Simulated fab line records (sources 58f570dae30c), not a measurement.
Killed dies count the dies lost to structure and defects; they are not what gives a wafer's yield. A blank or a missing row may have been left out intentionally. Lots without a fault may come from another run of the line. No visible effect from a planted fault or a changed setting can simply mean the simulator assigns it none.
Split-lot trial / flow berkeleyCmos170 / 5 lots, 23 wafers read, on a route of 331 steps

## THE SPLIT
At UCB170_M1_SPUTTER_00 (material Al, target thk 600 nm, time 80 s), the setting powerW was moved away from the recipe's 6000 W on 8 of the 23 wafers read, by -10.3% to +10.9%. The other wafers ran this setting at the recipe's value.

## FROM THE SPLIT TO THE READING: what the file shows between them, 1 step
- UCB170_M1_RS_MEAS_01: measures by four-point-probe

## THE READING
M1_AL_THK, in nm, at UCB170_M1_THK_MEAS_02 (measures by xrf). Fault-free wafers of this fab line usually give 598 nm, standard deviation 5.6 nm.

wafer=L074.1; tool, chamber at the split=pvdSputter-02, -; powerW as run, W=6651; against the recipe=+10.9%; M1_AL_THK, nm=674; against lot-mates on the recipe=+70
wafer=L074.2; tool, chamber at the split=pvdSputter-02, -; powerW as run, W=6651; against the recipe=+10.9%; M1_AL_THK, nm=667; against lot-mates on the recipe=+64
wafer=L074.4; tool, chamber at the split=pvdSputter-02, -; powerW as run, W=6000; against the recipe=recipe; M1_AL_THK, nm=609; against lot-mates on the recipe=-
wafer=L074.5; tool, chamber at the split=pvdSputter-02, -; powerW as run, W=6000; against the recipe=recipe; M1_AL_THK, nm=598; against lot-mates on the recipe=-
wafer=L074.6; tool, chamber at the split=pvdSputter-02, -; powerW as run, W=6651; against the recipe=+10.9%; M1_AL_THK, nm=668; against lot-mates on the recipe=+64
wafer=L075.1; tool, chamber at the split=pvdSputter-01, -; powerW as run, W=6000; against the recipe=recipe; M1_AL_THK, nm=607; against lot-mates on the recipe=-
wafer=L075.2; tool, chamber at the split=pvdSputter-01, -; powerW as run, W=6426; against the recipe=+7.1%; M1_AL_THK, nm=636; against lot-mates on the recipe=+33
wafer=L075.4; tool, chamber at the split=pvdSputter-01, -; powerW as run, W=6000; against the recipe=recipe; M1_AL_THK, nm=599; against lot-mates on the recipe=-
wafer=L075.5; tool, chamber at the split=pvdSputter-01, -; powerW as run, W=6000; against the recipe=recipe; M1_AL_THK, nm=604; against lot-mates on the recipe=-
wafer=L075.6; tool, chamber at the split=pvdSputter-01, -; powerW as run, W=6426; against the recipe=+7.1%; M1_AL_THK, nm=645; against lot-mates on the recipe=+42
wafer=L077.1; tool, chamber at the split=pvdSputter-02, -; powerW as run, W=6000; against the recipe=recipe; M1_AL_THK, nm=603; against lot-mates on the recipe=-
wafer=L077.2; tool, chamber at the split=pvdSputter-02, -; powerW as run, W=6000; against the recipe=recipe; M1_AL_THK, nm=591; against lot-mates on the recipe=-
wafer=L077.3; tool, chamber at the split=pvdSputter-02, -; powerW as run, W=6000; against the recipe=recipe; M1_AL_THK, nm=604; against lot-mates on the recipe=-
wafer=L077.4; tool, chamber at the split=pvdSputter-02, -; powerW as run, W=6000; against the recipe=recipe; M1_AL_THK, nm=602; against lot-mates on the recipe=-
wafer=L077.5; tool, chamber at the split=pvdSputter-02, -; powerW as run, W=6000; against the recipe=recipe; M1_AL_THK, nm=607; against lot-mates on the recipe=-
wafer=L078.1; tool, chamber at the split=pvdSputter-01, -; powerW as run, W=6000; against the recipe=recipe; M1_AL_THK, nm=592; against lot-mates on the recipe=-
wafer=L078.3; tool, chamber at the split=pvdSputter-01, -; powerW as run, W=6000; against the recipe=recipe; M1_AL_THK, nm=593; against lot-mates on the recipe=-
wafer=L078.6; tool, chamber at the split=pvdSputter-01, -; powerW as run, W=6000; against the recipe=recipe; M1_AL_THK, nm=593; against lot-mates on the recipe=-
wafer=L079.2; tool, chamber at the split=pvdSputter-03, -; powerW as run, W=6000; against the recipe=recipe; M1_AL_THK, nm=601; against lot-mates on the recipe=-
wafer=L079.3; tool, chamber at the split=pvdSputter-03, -; powerW as run, W=5383; against the recipe=-10.3%; M1_AL_THK, nm=535; against lot-mates on the recipe=-67
wafer=L079.4; tool, chamber at the split=pvdSputter-03, -; powerW as run, W=6000; against the recipe=recipe; M1_AL_THK, nm=603; against lot-mates on the recipe=-
wafer=L079.5; tool, chamber at the split=pvdSputter-03, -; powerW as run, W=5383; against the recipe=-10.3%; M1_AL_THK, nm=534; against lot-mates on the recipe=-68
wafer=L079.6; tool, chamber at the split=pvdSputter-03, -; powerW as run, W=5383; against the recipe=-10.3%; M1_AL_THK, nm=542; against lot-mates on the recipe=-60

FIT RESULTS
A straight line over all 23 wafers: M1_AL_THK changes by +6.2 nm for each +1% of powerW; r = +0.99; the points scatter about the line by 5.5 nm.
The same after taking each lot's own level away (the mean of its wafers on the recipe; 23 wafers): +6.09 nm for each +1%; r = +0.99; scatter 4.5 nm.
Per that fit: largest powerW move, reading shift of 66 nm.
The span of the lots' own levels, 592.7 to 603.5 nm, comes to 1.9 times the standard deviation stated above.
The two slopes agree, so the slope changes little with the lot-to-lot level.
Check: +64.2 nm against its lot-mates is what the line predicts for one of the wafers moved furthest among these (+10.9%) when that wafer is left out of the fit. It came out at +70.5 nm against them.

## THE OTHER SPLITS THESE WAFERS WENT THROUGH
These wafers also went through other splits before the reading. Each is held against what the fit with the lots' levels taken away leaves over:
other split on the same wafers=UCB170_NSD_COAT_01 resistThkNm; wafers away from the commonest value=7; r with M1_AL_THK (lot level and that fit taken away)=-0.25

## THE WHOLE CHAIN: every reading that the file lists as answering this split, in the file's order
step=UCB170_M1_SPUTTER_00; what it does=material Al, target thk 600 nm, time 80 s; reading=Al_of_M1_SPUTTER_00.thkNm (the simulator's own value, which no gauge read); change (the file's fit)=+5.85 nm for each +1% of the setting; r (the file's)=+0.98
step=UCB170_M1_RS_MEAS_01; what it does=measures by four-point-probe; reading=M1_AL_RS; change (the file's fit)=-0.000476 for each +1% of the setting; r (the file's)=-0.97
step=UCB170_M1_THK_MEAS_02; what it does=measures by xrf; reading=M1_AL_THK; change (the file's fit)=+6.02 for each +1% of the setting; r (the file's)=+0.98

## FILE'S OWN FIT
M1_AL_THK changes by +6.02 nm for each +1% of powerW, r = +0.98.
